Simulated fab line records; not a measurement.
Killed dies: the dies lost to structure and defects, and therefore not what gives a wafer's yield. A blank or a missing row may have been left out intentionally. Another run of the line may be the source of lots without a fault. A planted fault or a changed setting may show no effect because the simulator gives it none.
2 desks, one fault -- flow berkeley-cmos170 -- what lay behind the numbers comes last; until then each desk has only its own

== THE METROLOGY DESK ==
What the gauges read for every lot (on any tool): the sampled wafers with a number, averaged. Marked OUT: a lot whose mean sits more than 4 standard deviations from the usual mean, which makes it out of limits; the brackets give that distance.
Columns: A = NWELL_NITRIDE_THK at UCB170_NWELL_THK_MEAS_05, usual 223.9 nm; B = cd-nm at UCB170_CONTACT_CD_MEAS_90, usual 699.6 nm
lot,first seen here,A,B
L412,day 2 07:21,223.6,699.5
L414,day 2 12:48,223.1,698.8
L417,day 3 04:11,223.1,699.6
L418,day 3 12:58,225.1,700.1
L419,day 3 16:51,223.0,701.1
L420,day 3 21:23,224.2,697.7
L424,day 4 13:10,222.8,700.2
L425,day 4 20:56,224.4,697.1
L426,day 5 03:32,225.1,699.6
L427,day 5 04:13,224.5,698.5
L432,day 6 14:59,224.5,701.1
L433,day 6 21:45,223.9,698.9
L434,day 7 01:07,227.4,699.4
L435,day 7 01:07,228.2,699.2
Result from this desk: across the 14 lots, nothing is out of limits.

== AT THE TOOL OWNER'S DESK: implanter-03 ==
The tool's own readings at UCB170_PSD_IMPLANT_08, given as means over the sampled wafers that have a number, one for each lot that went through this tool. Marked OUT: a lot whose mean sits more than 4 standard deviations from the usual mean, which makes it out of limits; the brackets give that distance.
Columns: A = beam-energy-keV at UCB170_PSD_IMPLANT_08, usual 19.998
lot,first seen here,A
L414,day 6 15:54,19.991
L417,day 7 12:09,19.997
L418,day 7 22:28,19.804 (-30) OUT
L424,day 9 04:43,19.801 (-30) OUT
This desk's verdict: out of limits on L418, L424, starting with L418 at day 7 22:28 (beam-energy-keV at UCB170_PSD_IMPLANT_08). In limits: L414, L417.

== TAKEN TOGETHER ==
On L418, L424, at day 7 22:28, an alarm was possible from the tool owner's desk.
Nothing out of limits was seen by the metrology desk.
The metrology desk has L418, L424 on record, within its limits.
All the named lots went through UCB170_PSD_IMPLANT_08 on implanter-03.

== WHAT THE SIMULATOR HAD INSERTED ==
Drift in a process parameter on implanter-03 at UCB170_PSD_IMPLANT_08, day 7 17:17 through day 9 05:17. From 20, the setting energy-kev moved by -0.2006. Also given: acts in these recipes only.
Shown lots that were struck: L418, L424.
Hours from the fault's start to each desk's first reading out of limits: the tool owner's desk, 5.
